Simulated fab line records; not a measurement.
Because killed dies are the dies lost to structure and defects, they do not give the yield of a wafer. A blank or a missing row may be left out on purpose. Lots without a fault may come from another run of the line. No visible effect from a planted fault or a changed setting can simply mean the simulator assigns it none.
Matching of chambers	flow berkeley-cmos170	UCB170_GATE_ETCH_14 on rie-diel-04 has 4 sister chambers
The step etches BARC in N2/H2. 8 wafers are shown with their chamber, then 8 later ones without.

== WAFERS PAIRED WITH THEIR CHAMBERS ==
wafer	chamber	drypump-motor-current-A (A)	throttle-valve-pct (%)
L489.3	0	6.0	13.01
L491.2	3	6.6	13.46
L491.3	2	5.7	13.12
L491.4	1	5.0	13.27
L494.1	1	5.0	13.24
L494.2	2	5.7	13.10
L494.5	3	6.7	13.46
L507.1	0	6.0	13.00

== WAFERS WITH NO CHAMBER GIVEN ==
wafer	drypump-motor-current-A (A)	throttle-valve-pct (%)
L507.2	5.0	13.26
L507.6	6.0	13.00
L506.3	6.0	12.98
L506.4	6.6	13.45
L506.5	6.0	13.00
L508.1	6.7	13.46
L508.4	6.0	13.01
L508.5	6.0	13.00

== WHICH CHAMBER EACH WENT THROUGH ==
wafer	from the rows above	in truth
L507.2	1	1
L507.6	0	0
L506.3	0	0
L506.4	3	3
L506.5	0	0
L508.1	3	3
L508.4	0	0
L508.5	0	0
8 of 8 placed correctly. From these rows, 0 cannot be placed. Number placed wrongly: 0.
How it was worked out, from the rows above alone: a wafer's distance from a chamber is the root of the sum, over the readings, of the square of ((its reading less the chamber's mean) divided by the reading's scatter). If the next closest chamber is less than 2 further off than the closest, the wafer can't be placed; otherwise it belongs to the closest. For every chamber, the mean is computed from those of its wafers that are shown. How the scatter is found: for the shown wafers, subtract from each reading the mean of its chamber, square and add these, divide the total by (wafers less chambers), then take the root.
